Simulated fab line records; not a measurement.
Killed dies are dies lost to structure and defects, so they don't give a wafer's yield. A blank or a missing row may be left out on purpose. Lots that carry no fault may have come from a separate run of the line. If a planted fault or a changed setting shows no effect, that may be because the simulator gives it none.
fab line records | flow berkeley_cmos170
[record] lots = 7 | wafers = 21 | last_day = 12
route steps=331 shown NSD@190 BACKSIDE@199
lots that met no fault: taken from a fault-free run of the same line
start_h: hours from the record's opening day to when the first of the lot's shown wafers began | wait_h: hours from the lot's prior step to this one | " as in the row above | L1.1+2: a row that stands for several wafers | - value missing, or start not given | * or withheld: withheld | < > ~ a bound
route shown NAME@n: names a module that has steps shown in the file, with the first one's number in the route | usual: mean/standard deviation of fault-free wafers | same: alike in all rows | chamber/n: place in a boat | sites: the reading at each site | _std_site: how widely they spread, as a standard deviation | _edge_site: inner sites' mean taken away from outer sites' mean | radius_mm: how far each site lies from the wafer's centre | mask NAME#n: copy n | behind: tool/chamber where the wafer was last shaped | hold: the reason the lot was held/the length of the hold in hours/how it ended | device: transistor that didn't switch, given as n, p or np | end of line: the route-end tests of the same wafers | a step without rows: its recipe alone | killed: dies that structure and defects cost at the first sort, which is not the same as the wafer's yield | map: per-die view of a wafer (x killed, . not killed, _ where there is no die)
set.NAME: the run value of the setting; set.NAME@STEP: its run value at that earlier step | model.NAME: the simulator's own value behind a step, which no gauge read
lots at selected steps of the route; one table per step, one row per wafer
services: from which hour (start_h, from the record's first day; less than 0 if before it) a tool's chamber was out of use, for how many hours, and why
[[steps]]
[step UCB170_NSD_EXPOSE_03]
[recipe] mask_id = NSELECT_MOD | na = 0.5 | sigma_outer = 0.6 | source_shape = conventional | target_cd_nm = 1200 | dose_mj = 30
[step UCB170_NSD_PEB_04]
[recipe] peb_temp_c = 130 | peb_time_s = withheld | resist = KrF
[step UCB170_NSD_DEVELOP_05]
[recipe] developer = TMAH | develop_time_s = 45 | resist = KrF | dev_temp_c = 21
[step UCB170_NSD_CD_MEAS_06]
[recipe] target_cd_nm = 1200
[usual] cd_nm = 1200.0/1.4
lot.wafer | tool      | chamber | start_h | wait_h | cd_nm
L748.1    | cd_sem-02 | -       | 160.22  | -      | 1198.8
L748.3    | "         | -       | "       | "      | 1200.5
L748.6    | "         | -       | "       | "      | 1200.0
L751.3    | cd_sem-01 | -       | 169.67  | -      | 1199.6
L751.4    | "         | -       | "       | "      | 1200.9
L751.6    | "         | -       | "       | "      | 1199.8
L752.2    | cd_sem-02 | -       | 186.05  | -      | 1201.1
L752.4    | "         | -       | "       | "      | 1200.6
L752.6    | "         | -       | "       | "      | 1200.1
L753.1    | cd_sem-01 | -       | 186.27  | -      | 1200.7
L753.3    | "         | -       | "       | "      | 1200.0
L753.4    | "         | -       | "       | "      | 1200.6
L760.3    | cd_sem-02 | -       | 236.90  | -      | 1196.3
L760.4    | "         | -       | "       | "      | 1195.8
L760.6    | "         | -       | "       | "      | 1199.2
L761.1    | cd_sem-01 | -       | 237.19  | -      | 1199.1
L761.3    | "         | -       | "       | "      | 1201.3
L761.5    | "         | -       | "       | "      | 1198.8
L762.4    | cd_sem-01 | -       | 250.54  | -      | 1200.9
L762.5    | "         | -       | "       | "      | 1201.2
L762.6    | "         | -       | "       | "      | 1201.4
[step UCB170_NSD_OVL_MEAS_07]
[usual] NSD_OVL = -1/5.6
lot.wafer | tool       | chamber | start_h | wait_h | NSD_OVL[nm]
L748.1    | overlay-02 | -       | 160.34  | 0.1    | -8
L748.3    | "          | -       | "       | "      | -8
L748.6    | "          | -       | "       | "      | -12
L751.3    | overlay-02 | -       | 169.76  | 0.1    | -5
L751.4    | "          | -       | "       | "      | 0
L751.6    | "          | -       | "       | "      | 8
L752.2    | overlay-01 | -       | 186.15  | 0.1    | 10
L752.4    | "          | -       | "       | "      | 3
L752.6    | "          | -       | "       | "      | 4
L753.1    | overlay-02 | -       | 186.39  | 0.1    | -3
L753.3    | "          | -       | "       | "      | -5
L753.4    | "          | -       | "       | "      | -1
L760.3    | overlay-01 | -       | 236.99  | 0.1    | -5
L760.4    | "          | -       | "       | "      | 1
L760.6    | "          | -       | "       | "      | -2
L761.1    | overlay-02 | -       | 237.31  | 0.1    | -1
L761.3    | "          | -       | "       | "      | -6
L761.5    | "          | -       | "       | "      | -4
L762.4    | overlay-01 | -       | 250.62  | 0.1    | -3
L762.5    | "          | -       | "       | "      | 4
L762.6    | "          | -       | "       | "      | 2
[step UCB170_NSD_IMPLANT_08]
[recipe] species = P | dose_cm2 = 3e+15 | energy_kev = 40 | tilt_deg = 7
[step UCB170_NSD_STRIP_09]
[recipe] chemistry = O2 | power_w = 400 | pressure_mtorr = 3500 | platen_temp_c = withheld | o2_flow_sccm = 400 | overash_fraction = 0.5
[usual] chamber_pressure_mTorr = 3500/3.3 | drypump_motor_current_A = 5.4/0.45 | oes_product_au = 0.534/0.0041 | strip_time_to_endpoint_s = 35.89/0.077
lot.wafer | tool            | chamber | start_h | wait_h | chamber_pressure_mTorr | drypump_motor_current_A | oes_product_au | rf_hours_counter_h | strip_time_to_endpoint_s
L748.1    | plasma_asher-03 | 1       | 160.53  | 0.1    | 3500                   | 6.2                     | 0.532          | 4                  | 35.93
L748.3    | "               | 1       | "       | "      | 3501                   | 6.3                     | 0.537          | -                  | 35.96
L748.6    | "               | 0       | "       | "      | 3506                   | 5.0                     | 0.537          | -                  | 35.92
L751.3    | plasma_asher-03 | 0       | 169.97  | 0.1    | 3505                   | 5.0                     | 0.535          | -                  | 35.97
L751.4    | "               | 1       | "       | "      | 3505                   | 6.2                     | 0.531          | -                  | 36.08
L751.6    | "               | 1       | "       | "      | 3501                   | 6.2                     | 0.529          | -                  | 35.97
L752.2    | plasma_asher-03 | 0       | 186.33  | 0.1    | 3498                   | 5.0                     | 0.533          | 7                  | 36.08
L752.4    | "               | 1       | "       | "      | 3502                   | 6.2                     | 0.535          | -                  | 36.03
L752.6    | "               | 1       | "       | "      | 3501                   | 6.2                     | 0.542          | -                  | 36.02
L753.1    | plasma_asher-02 | 1       | 186.57  | 0.1    | 3500                   | 5.3                     | 0.531          | 39                 | 35.90
L753.3    | "               | 0       | "       | "      | 3505                   | 5.1                     | 0.530          | -                  | 35.99
L753.4    | "               | 1       | "       | "      | 3507                   | 5.2                     | 0.535          | -                  | 35.92
L760.3    | plasma_asher-03 | 1       | 237.20  | 0.1    | 3499                   | 6.2                     | 0.535          | -                  | 35.92
L760.4    | "               | 0       | "       | "      | 3500                   | 5.0                     | 0.527          | -                  | 35.96
L760.6    | "               | 0       | "       | "      | 3508                   | 5.0                     | 0.533          | -                  | 35.99
L761.1    | plasma_asher-04 | 1       | 237.50  | 0.1    | 3500                   | 5.3                     | 0.534          | 47                 | 35.87
L761.3    | "               | 1       | "       | "      | 3498                   | 5.3                     | 0.531          | -                  | 35.96
L761.5    | "               | 0       | "       | "      | 3504                   | 5.6                     | 0.531          | -                  | 35.96
L762.4    | plasma_asher-04 | 0       | 250.82  | 0.1    | 3498                   | 5.5                     | 0.542          | -                  | 36.05
L762.5    | "               | 0       | "       | "      | 3501                   | 5.6                     | 0.537          | -                  | 35.99
L762.6    | "               | 1       | "       | "      | 3502                   | 5.3                     | 0.531          | -                  | 35.96
[step UCB170_NSD_TW_MEAS_10]
[usual] NSD_TW = 4211/25
lot.wafer | tool          | chamber | start_h | wait_h | NSD_TW
L748.1    | film_metro-04 | -       | 160.63  | 0.1    | 4237
L748.3    | "             | -       | "       | "      | 4220
L748.6    | "             | -       | "       | "      | 4226
L751.3    | film_metro-02 | -       | 170.05  | 0.1    | 4204
L751.4    | "             | -       | "       | "      | 4198
L751.6    | "             | -       | "       | "      | 4189
L752.2    | film_metro-03 | -       | 186.44  | 0.1    | 4256
L752.4    | "             | -       | "       | "      | 4228
L752.6    | "             | -       | "       | "      | 4261
L753.1    | film_metro-02 | -       | 186.67  | 0.1    | 4191
L753.3    | "             | -       | "       | "      | 4190
L753.4    | "             | -       | "       | "      | 4206
L760.3    | film_metro-03 | -       | 237.28  | 0.1    | 4242
L760.4    | "             | -       | "       | "      | 4218
L760.6    | "             | -       | "       | "      | 4277
L761.1    | film_metro-02 | -       | 237.60  | 0.1    | 4185
L761.3    | "             | -       | "       | "      | 4183
L761.5    | "             | -       | "       | "      | 4173
L762.4    | film_metro-02 | -       | 250.92  | 0.1    | 4191
L762.5    | "             | -       | "       | "      | 4193
L762.6    | "             | -       | "       | "      | 4188
[step UCB170_NSD_CLEAN_11]
[recipe] chemistry = SPM | temp_c = 120 | time_s = 600
[step UCB170_BACKSIDE_HMDS_00]
[recipe] prime_time_s = 60 | prime_temp_c = 100
[step UCB170_BACKSIDE_COAT_01]
[recipe] resist = KrF | spin_rpm = 1500 | resist_thk_nm = 900
[step UCB170_BACKSIDE_SOFTBAKE_02]
[recipe] resist = KrF | temp_c = 130 | time_s = 60
[step UCB170_BACKSIDE_STRIP_03]
[recipe] chemistry = O2 | power_w = 400 | pressure_mtorr = 3500 | platen_temp_c = withheld | o2_flow_sccm = 400 | overash_fraction = 0.5
[usual] chamber_pressure_mTorr = 3501/3.2 | drypump_motor_current_A = 5.6/0.49 | oes_product_au = 0.734/0.0042 | strip_time_to_endpoint_s = 21.98/0.077
lot.wafer | tool            | chamber | start_h | wait_h | chamber_pressure_mTorr | drypump_motor_current_A | oes_product_au | rf_hours_counter_h | strip_time_to_endpoint_s | model.KrF_of_BACKSIDE_COAT_01.thk_nm
L748.1    | plasma_asher-01 | 1       | 161.33  | 0.1    | 3498                   | 6.1                     | 0.741          | 50                 | 21.98                    | 0
L748.3    | "               | 0       | "       | "      | 3501                   | 6.0                     | 0.728          | -                  | 21.92                    | 0
L748.6    | "               | 0       | "       | "      | 3502                   | 6.1                     | 0.740          | -                  | 22.02                    | 0
L751.3    | plasma_asher-02 | 0       | 171.49  | 0.1    | -                      | -                       | -              | -                  | -                        | 904.7
L751.4    | "               | 1       | "       | "      | -                      | -                       | -              | -                  | -                        | 899.7
L751.6    | "               | 1       | "       | "      | -                      | -                       | -              | -                  | -                        | 899.7
L752.2    | plasma_asher-01 | 1       | 187.12  | 0.1    | -                      | -                       | -              | -                  | -                        | 897
L752.4    | "               | 1       | "       | "      | -                      | -                       | -              | -                  | -                        | 893
L752.6    | "               | 0       | "       | "      | -                      | -                       | -              | -                  | -                        | 896.8
L753.1    | plasma_asher-03 | 1       | 187.57  | 0.1    | -                      | -                       | -              | -                  | -                        | 897.3
L753.3    | "               | 1       | "       | "      | -                      | -                       | -              | -                  | -                        | 898.5
L753.4    | "               | 0       | "       | "      | -                      | -                       | -              | -                  | -                        | 895
L760.3    | plasma_asher-01 | 0       | 238.06  | 0.1    | 3501                   | 6.0                     | 0.729          | -                  | 21.96                    | 0
L760.4    | "               | 1       | "       | "      | 3503                   | 6.1                     | 0.730          | -                  | 21.97                    | 0
L760.6    | "               | 1       | "       | "      | 3506                   | 6.1                     | 0.735          | -                  | 21.95                    | 0
L761.1    | plasma_asher-02 | 1       | 238.83  | 0.1    | 3497                   | 5.3                     | 0.733          | 44                 | 21.89                    | 0
L761.3    | "               | 1       | "       | "      | 3498                   | 5.3                     | 0.731          | -                  | 21.91                    | 0
L761.5    | "               | 0       | "       | "      | 3493                   | 5.1                     | 0.741          | -                  | 21.96                    | 0
L762.4    | plasma_asher-01 | 0       | 251.77  | 0.1    | 3499                   | 6.1                     | 0.737          | -                  | 22.01                    | 0
L762.5    | "               | 1       | "       | "      | 3498                   | 6.1                     | 0.733          | -                  | 22.02                    | 0
L762.6    | "               | 0       | "       | "      | 3502                   | 6.1                     | 0.730          | -                  | 22.06                    | 0
[step UCB170_BACKSIDE_CLEAN_04]
[recipe] chemistry = SPM | temp_c = 120 | time_s = 600
[[services]]
tool            | chamber | start_h | hours | kind
plasma_asher-02 | -       | 202.30  | 3.2   | repair
plasma_asher-03 | -       | 248.39  | 6.6   | repair
plasma_asher-01 | -       | 249.16  | 1.2   | repair
plasma_asher-03 | -       | 250.81  | 5.1   | repair
[[key]]
[first_sign] step = UCB170_BACKSIDE_STRIP_03 | reading = tool_record | direction = missing
effect none on later readings
[model_effect] step = UCB170_BACKSIDE_STRIP_03 | value = KrF_of_BACKSIDE_COAT_01.thk_nm | without = 0 | struck = 898
met_at UCB170_BACKSIDE_STRIP_03
struck_wafers L751.3,L751.4,L751.6,L752.2,L752.4,L752.6,L753.1,L753.3,L753.4
later_rows_left_out L751.3,L751.4,L751.6,L752.2,L752.4,L752.6,L753.1,L753.3,L753.4
sort_left_out L751.3,L751.4,L751.6,L752.2,L752.4,L752.6,L753.1,L753.3,L753.4
tester_left_out L751,L752,L753
onset_between 161.33 171.49
[fault] kind = skipped_step_whole | tool = plasma_asher-01,plasma_asher-02,plasma_asher-03 | chamber = - | onset_h = 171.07 | steps = UCB170_BACKSIDE_STRIP_03 | scope = struck_lots_only
// tester_left_out: of these lots the tester's yield and bins aren't shown, on N5 and GAA mostly nor the transistor test; their killed dies are dies lost to structure and defects alone, not to doping, threshold or leakage, so they don't give the yield
// sort_left_out: the simulated sort isn't trusted on such a fault, so these wafers' sort isn't shown, and their yield isn't known
// later_rows_left_out: the simulator's readings of these wafers behind a module that went badly wrong aren't trusted and aren't shown, but for the sort
